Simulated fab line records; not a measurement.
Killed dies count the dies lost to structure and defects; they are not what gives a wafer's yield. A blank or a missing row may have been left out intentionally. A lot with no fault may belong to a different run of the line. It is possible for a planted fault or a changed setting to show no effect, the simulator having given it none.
Which tool is to blame? / flow berkeleyCmos170 / 6 lots with 18 wafers sampled at 2 steps, on a route of 331 steps

WHAT THE GAUGES READ, wafer by wafer
UCB170_NVT_TW_MEAS_09.
lot=L334; measured=day 7 01:41; on=filmMetro-01; NVT_TW=525.0 522.4 523.3
lot=L338; measured=day 8 13:59; on=filmMetro-01; NVT_TW=536.8 543.8 537.3 539.5 537.0 539.3
lot=L340; measured=day 8 14:32; on=filmMetro-01; NVT_TW=539.2 541.9 542.5 539.9 540.2 539.2
lot=L350; measured=day 10 07:56; on=filmMetro-02; NVT_TW=523.7 522.3 519.9
lot=L353; measured=day 10 22:59; on=filmMetro-02; NVT_TW=522.5 522.7 523.0
lot=L357; measured=day 11 20:45; on=filmMetro-02; NVT_TW=524.0 523.0 522.3

WHICH TOOL RAN EACH LOT (tool, then ch and the chambers of the sampled wafers, then the start)
lot=L334; UCB170_NVT_IMPLANT_07=implanter-01 ch 0, day 7 01:26
lot=L338; UCB170_NVT_IMPLANT_07=implanter-03 ch 0, day 8 13:44
lot=L340; UCB170_NVT_IMPLANT_07=implanter-03 ch 0, day 8 14:18
lot=L350; UCB170_NVT_IMPLANT_07=implanter-01 ch 0, day 10 07:42
lot=L353; UCB170_NVT_IMPLANT_07=implanter-01 ch 0, day 10 22:44
lot=L357; UCB170_NVT_IMPLANT_07=implanter-01 ch 0, day 11 20:30
- UCB170_NVT_IMPLANT_07

THE ANSWER, worked out from the rows above alone
Rule: usual is defined by the lots themselves. The widest of any qualifying gaps counts: lots, ordered by their means at a reading, are off when they make up no more than a third of the lots, leave a main group of 4 or more, and stand apart from it by 3 or more times the standard deviation of that group's means. If all means in a main group match to the digits the tables above print for the reading, that group is not used. A lot without any number at a reading at which 4 lots or more have one is off too. The other lots that the step has rows for count as sound.
Off: L338, L340, at UCB170_NVT_TW_MEAS_09 (NVT_TW). For the main group the mean is 522.8 and the standard deviation 0.59.
If a tool, at a process step before that reading, ran all the lots that are off and no sound lot after the first of them, it fits. Those tools and the gauges at UCB170_NVT_TW_MEAS_09 are tried in the same way. 2 tools fit, implanter-03 at UCB170_NVT_IMPLANT_07 and filmMetro-01 at UCB170_NVT_TW_MEAS_09, so this cannot tell which one it is.

WHAT THE SIMULATOR HAD PUT IN
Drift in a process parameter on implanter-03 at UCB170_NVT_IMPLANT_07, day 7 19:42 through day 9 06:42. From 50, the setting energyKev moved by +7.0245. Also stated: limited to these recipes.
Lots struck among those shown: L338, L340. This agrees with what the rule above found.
